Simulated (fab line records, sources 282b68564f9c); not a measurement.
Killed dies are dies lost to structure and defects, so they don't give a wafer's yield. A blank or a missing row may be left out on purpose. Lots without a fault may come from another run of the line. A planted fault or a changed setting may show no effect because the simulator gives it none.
Which tool did it? | flow rit_cmos | 13 lots, 39 wafers sampled, at 2 steps of a route of 202

WHAT THE GAUGES READ, wafer by wafer
The record holds no reading of a measuring or inspecting step that can be judged against a usual standard deviation.

WHICH TOOL RAN EACH LOT (tool, then ch and the chambers of the sampled wafers, then the start)
lot  | RIT_CONTACT_ETCH_11               | RIT_M1_PROBE_99
L915 | rie_diel-02 ch 0,2,3, day 3 08:44 | -
L916 | rie_diel-04 ch 0,1, day 3 19:20   | -
L918 | rie_diel-04 ch 0,3, day 4 01:50   | -
L919 | rie_diel-04 ch 0,2,3, day 4 08:41 | -
L920 | rie_diel-02 ch 0,2,3, day 4 11:41 | -
L921 | rie_diel-04 ch 1,2, day 4 17:31   | -
L925 | rie_diel-03 ch 0,2,3, day 5 14:04 | -
L926 | rie_diel-04 ch 1,2, day 5 18:22   | prober-01, day 5 23:28
L927 | rie_diel-04 ch 0,1,3, day 5 22:53 | -
L930 | rie_diel-04 ch 0,1,3, day 6 10:38 | prober-01, day 6 15:50
L933 | rie_diel-03 ch 1,2,3, day 7 05:14 | -
L937 | rie_diel-02 ch 2,3, day 7 23:51   | -
L938 | rie_diel-03 ch 0,1,3, day 8 00:50 | -
- RIT_CONTACT_ETCH_11: etches SiO2 in CHF3/CF4/Ar, stops on TiSi2, target depth 480 nm, time 320 s.
- RIT_M1_PROBE_99

WHAT THE TOOLS THEMSELVES READ (means of the sampled wafers that have a number; where no wafer has one, the mark that the record gives instead)
RIT_CONTACT_ETCH_11. Usual: chamber_pressure_mTorr 100.00 mTorr, standard deviation 0.098; drypump_motor_current_A 5.9 A, standard deviation 0.5; oes_product_au 0.989 a.u., standard deviation 0.015; throttle_valve_pct 8.85 %, standard deviation 0.11.
lot  | tool        | chamber_pressure_mTorr (mTorr) | drypump_motor_current_A (A) | oes_product_au (a.u.) | throttle_valve_pct (%) | flag
L915 | rie_diel-02 | 99.97                          | 5.9                         | 0.991                 | 8.87                   |
L916 | rie_diel-04 | 100.04                         | 5.6                         | 0.993                 | 8.95                   |
L918 | rie_diel-04 | 99.97                          | 5.8                         | 0.995                 | 8.96                   |
L919 | rie_diel-04 | 100.02                         | 5.9                         | 0.986                 | 8.92                   |
L920 | rie_diel-02 | 100.02                         | 5.8                         | 0.991                 | 8.88                   |
L921 | rie_diel-04 | 99.99                          | 5.8                         | 0.987                 | 8.82                   |
L925 | rie_diel-03 | 99.85                          | 6.2                         | 0.987                 | 8.75                   |
L926 | rie_diel-04 | 100.05                         | 5.7                         | 0.972                 | 8.85                   |
L927 | rie_diel-04 | 99.92                          | 5.9                         | 0.995                 | 8.88                   |
L930 | rie_diel-04 | 100.04                         | 6.0                         | 0.998                 | 8.89                   |
L933 | rie_diel-03 | 100.00                         | 5.9                         | 0.986                 | 8.80                   |
L937 | rie_diel-02 | 100.15                         | 5.6                         | 0.997                 | 8.77                   |
L938 | rie_diel-03 | 99.93                          | 6.0                         | 0.990                 | 8.83                   |

RIT_M1_PROBE_99. Usual: killed_at_contacts 0.1, standard deviation 0.31; killed_at_front_end 7, standard deviation 3; killed_dies 7, standard deviation 3; killed_on_rim 1.8, standard deviation 1.2; killed_open 3.2, standard deviation 1.9; killed_short 3.6, standard deviation 2.2.
lot  | tool      | killed_at_contacts | killed_at_front_end | killed_dies | killed_on_rim | killed_open | killed_short | flag
L926 | prober-01 | 0.0                | 6                   | 6           | 2.7           | 2.7         | 3.3          |
L930 | prober-01 | 6.0                | 5                   | 11          | 4.3           | 3.0         | 2.0          | OFF

THE ANSWER, worked out from the rows above alone
Rule: a lot is off if the mean of its wafers that have a number lies more than 3 standard deviations from the usual mean. A lot without any number at a reading at which 4 lots or more have one is off too. The other lots that the step has rows for count as sound. The gauges are gone through in route order, then the tools' own readings, and for those a lot's mean is taken as printed above. The first step at which some lot is off is used, and at that step the reading that is off furthest; a lot without a number counts as furthest.
Off: L930, at RIT_M1_PROBE_99 (killed_at_contacts). Neither off nor sound, because the step has no rows for them: L915, L916, L918, L919, L920, L921, L925, L927, L933, L937, L938.
A tool fits if, at that step or a process step before it, it ran every lot that is off, and no sound lot after the first of them. Can't be told from this: 2 tools fit, rie_diel-04 at RIT_CONTACT_ETCH_11, prober-01 at RIT_M1_PROBE_99.

WHAT THE SIMULATOR HAD PUT IN
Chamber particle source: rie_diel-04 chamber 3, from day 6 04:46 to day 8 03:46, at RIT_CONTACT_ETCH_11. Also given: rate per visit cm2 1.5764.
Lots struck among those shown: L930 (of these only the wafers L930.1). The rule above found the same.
